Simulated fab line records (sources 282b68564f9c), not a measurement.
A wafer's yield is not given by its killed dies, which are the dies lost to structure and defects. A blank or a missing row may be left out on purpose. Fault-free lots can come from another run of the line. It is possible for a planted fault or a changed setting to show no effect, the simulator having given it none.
Which tool was responsible? | flow rit cmos | 14 lots, 42 wafers sampled, at 1 step of a route of 202

== WHAT EACH GAUGE READ, for each wafer ==
No reading from a measuring or inspecting step in the record can be judged against a usual standard deviation.

== EACH LOT AND THE TOOL THAT RAN IT (in order: tool; ch and the chambers of the sampled wafers; start) ==
lot  | RIT_PSD_DEVELOP_05
L302 | litho track-04 ch 0, day 3 15:00
L303 | litho track-03 ch 0, day 3 18:00
L304 | litho track-02 ch 0, day 3 18:00
L305 | litho track-03 ch 0, day 3 22:00
L308 | litho track-04 ch 0, day 4 10:00
L309 | litho track-03 ch 0, day 4 22:00
L314 | litho track-02 ch 0, day 5 19:00
L317 | litho track-03, day 6 11:00
L318 | litho track-04, day 6 17:00
L319 | litho track-02 ch 0, day 6 20:00
L321 | litho track-03 ch 0, day 7 04:00
L322 | litho track-02 ch 0, day 7 06:00
L323 | litho track-03 ch 0, day 7 15:00
L324 | litho track-04 ch 0, day 7 19:00
- RIT_PSD_DEVELOP_05: develop time 50 s.

== AS READ BY THE TOOLS THEMSELVES (means over the sampled wafers that have a number; for cases with no such wafer, the mark the record gives instead) ==
RIT_PSD_DEVELOP_05.
lot  | tool           | chill plate temp C (C)
L302 | litho track-04 | 23.09
L303 | litho track-03 | 22.97
L304 | litho track-02 | 23.10
L305 | litho track-03 | 22.94
L308 | litho track-04 | 23.21
L309 | litho track-03 | 22.79
L314 | litho track-02 | 22.88
L317 | litho track-03 | -
L318 | litho track-04 | -
L319 | litho track-02 | 22.92
L321 | litho track-03 | 22.87
L322 | litho track-02 | 23.01
L323 | litho track-03 | 23.00
L324 | litho track-04 | 23.08

== THE ANSWER, worked out from the rows above alone ==
Rule: the usual values come from the lots themselves. Put in order of their means at a reading, lots are off if they are a third of the lots or fewer, leave a main group of 4 or more, and stand apart from it by a gap of 3 or more times the standard deviation of the main group's means; of several such gaps the widest counts. A main group whose means are all the same, to the digits that the tables above print for the reading, isn't used. Also off: a lot with no number at a reading for which 4 or more lots have one. The other lots that the step has rows for count as sound. The gauges are gone through in route order, then the tools' own readings, and for those a lot's mean is taken as printed above. The first step at which some lot is off is used, and at that step the reading that is off furthest; a lot without a number counts as furthest.
Off: L317, L318 (RIT_PSD_DEVELOP_05, chill plate temp C). Without a number there: L317, L318. Mean 22.99 C and standard deviation 0.11 in the main group.
If a tool, at that step or one of the process steps before it, ran each lot that is off and ran no sound lot following the first of them, it fits. Of those tried, none fits.

== WHAT THE SIMULATOR HAD PUT IN ==
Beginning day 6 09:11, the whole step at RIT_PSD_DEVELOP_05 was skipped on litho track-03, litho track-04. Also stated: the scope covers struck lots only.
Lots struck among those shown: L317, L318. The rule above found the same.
